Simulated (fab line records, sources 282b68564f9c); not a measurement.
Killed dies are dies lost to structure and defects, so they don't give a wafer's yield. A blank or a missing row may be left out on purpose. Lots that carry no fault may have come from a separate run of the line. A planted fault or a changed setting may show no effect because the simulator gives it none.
Split-lot trial + flow rit cmos + route with 202 steps; 5 lots, 23 wafers read

== ON THE SPLIT ==
At RIT_CONTACT_COAT_03 (resist thk 1000 nm), the setting spin rpm was moved away from the recipe's 3250 rpm on 4 of the 23 wafers read, by -6.7% to -3.8%. All remaining wafers had this setting at the recipe value.

== FROM THE SPLIT TO THE READING: what the file shows between them, 2 steps ==
- RIT_CONTACT_SOFTBAKE_04: time 60 s
- RIT_CONTACT_EXPOSE_05: exposes mask M11, target cd 1000 nm

== THE READING ==
NOVOLAK_of_CONTACT_COAT_03.thk nm (the simulator's own value, which no gauge read), in nm, at RIT_CONTACT_HARDBAKE_10 (time 60 s). The file gives no usual value for it. Average 883.9 nm, standard deviation 3 nm, over the 19 wafers here run with the recipe.

| wafer  | tool, chamber at the split | spin rpm as run, rpm | against the recipe | NOVOLAK_of_CONTACT_COAT_03.thk nm, nm | against lot-mates on the recipe |
|--------|----------------------------|----------------------|--------------------|---------------------------------------|---------------------------------|
| L074.1 | litho track-01, 0          | 3125                 | -3.8%              | 905.6                                 | +19.3                           |
| L074.2 | litho track-01, 0          | 3125                 | -3.8%              | 904.2                                 | +17.9                           |
| L074.4 | litho track-01, 0          | 3250                 | recipe             | 886.8                                 | -                               |
| L074.5 | litho track-01, 0          | 3250                 | recipe             | 886.8                                 | -                               |
| L074.6 | litho track-01, 0          | 3250                 | recipe             | 885.2                                 | -                               |
| L076.2 | litho track-02, 0          | 3250                 | recipe             | 882.7                                 | -                               |
| L076.3 | litho track-02, 0          | 3250                 | recipe             | 882.9                                 | -                               |
| L076.4 | litho track-02, 0          | 3250                 | recipe             | 884.4                                 | -                               |
| L076.5 | litho track-02, 0          | 3250                 | recipe             | 887.4                                 | -                               |
| L076.6 | litho track-02, 0          | 3250                 | recipe             | 885.6                                 | -                               |
| L077.1 | litho track-02, 0          | 3250                 | recipe             | 878.8                                 | -                               |
| L077.2 | litho track-02, 0          | 3250                 | recipe             | 882.7                                 | -                               |
| L077.3 | litho track-02, 0          | 3250                 | recipe             | 882.9                                 | -                               |
| L077.4 | litho track-02, 0          | 3250                 | recipe             | 883.3                                 | -                               |
| L077.6 | litho track-02, 0          | 3250                 | recipe             | 881.9                                 | -                               |
| L082.2 | litho track-02, 0          | 3250                 | recipe             | 885.1                                 | -                               |
| L082.3 | litho track-02, 0          | 3033                 | -6.7%              | 918.3                                 | +30.6                           |
| L082.4 | litho track-02, 0          | 3250                 | recipe             | 890.5                                 | -                               |
| L082.5 | litho track-02, 0          | 3033                 | -6.7%              | 919                                   | +31.3                           |
| L082.6 | litho track-02, 0          | 3250                 | recipe             | 887.5                                 | -                               |
| L085.3 | litho track-01, 0          | 3250                 | recipe             | 878.9                                 | -                               |
| L085.4 | litho track-01, 0          | 3250                 | recipe             | 880.4                                 | -                               |
| L085.5 | litho track-01, 0          | 3250                 | recipe             | 880.5                                 | -                               |

FIT RESULTS
A straight line over all 23 wafers: NOVOLAK_of_CONTACT_COAT_03.thk nm changes by -5.26 nm for each +1% of spin rpm; r = -0.97; the points scatter about the line by 2.9 nm.
The same after taking each lot's own level away (the mean of its wafers on the recipe; 23 wafers): -4.68 nm for each +1%; r = -0.99; scatter 1.5 nm.
On that fit, the largest move of spin rpm shifts the reading by 31 nm.
Measured against the standard deviation above, the lots' own levels, which go from 879.93 to 887.70 nm, span 2.6 times it.
In other words, the slope is changed by the lot-to-lot level; the two fits disagree.
Check: for one of the wafers moved furthest among these (-6.7%), held out of the fit, the line's prediction against its lot-mates is +31.7 nm. It came out at +30.6 nm against them.

== OTHER SPLITS APPLIED TO THESE WAFERS ==
These wafers also went through other splits before the reading. Each is held against what the fit with the lots' levels taken away leaves over:
| other split on the same wafers | wafers away from the commonest value | r with NOVOLAK_of_CONTACT_COAT_03.thk nm (lot level and that fit taken away) |
|--------------------------------|--------------------------------------|------------------------------------------------------------------------------|
| RIT_PLDD_COAT_01 resist thk nm | 9                                    | -0.07                                                                        |
| RIT_NSD_COAT_01 spin rpm       | 11                                   | -0.30                                                                        |
| RIT_PSD_COAT_01 spin rpm       | 8                                    | +0.00                                                                        |
| RIT_SILICIDE_SPUTTER_01 time s | 8                                    | +0.05                                                                        |

== THE WHOLE CHAIN: every reading that the file lists as answering this split, in the file's order ==
| step                    | what it does       | reading                                                                            | change (the file's fit)              | r (the file's) |
|-------------------------|--------------------|------------------------------------------------------------------------------------|--------------------------------------|----------------|
| RIT_CONTACT_COAT_03     | resist thk 1000 nm | NOVOLAK_of_CONTACT_COAT_03.thk nm (the simulator's own value, which no gauge read) | -5.35 nm for each +1% of the setting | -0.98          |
| RIT_CONTACT_HARDBAKE_10 | time 60 s          | NOVOLAK_of_CONTACT_COAT_03.thk nm (the simulator's own value, which no gauge read) | -4.69 nm for each +1% of the setting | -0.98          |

== FILE'S OWN FIT ==
NOVOLAK_of_CONTACT_COAT_03.thk nm changes by -4.69 nm for each +1% of spin rpm, r = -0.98.
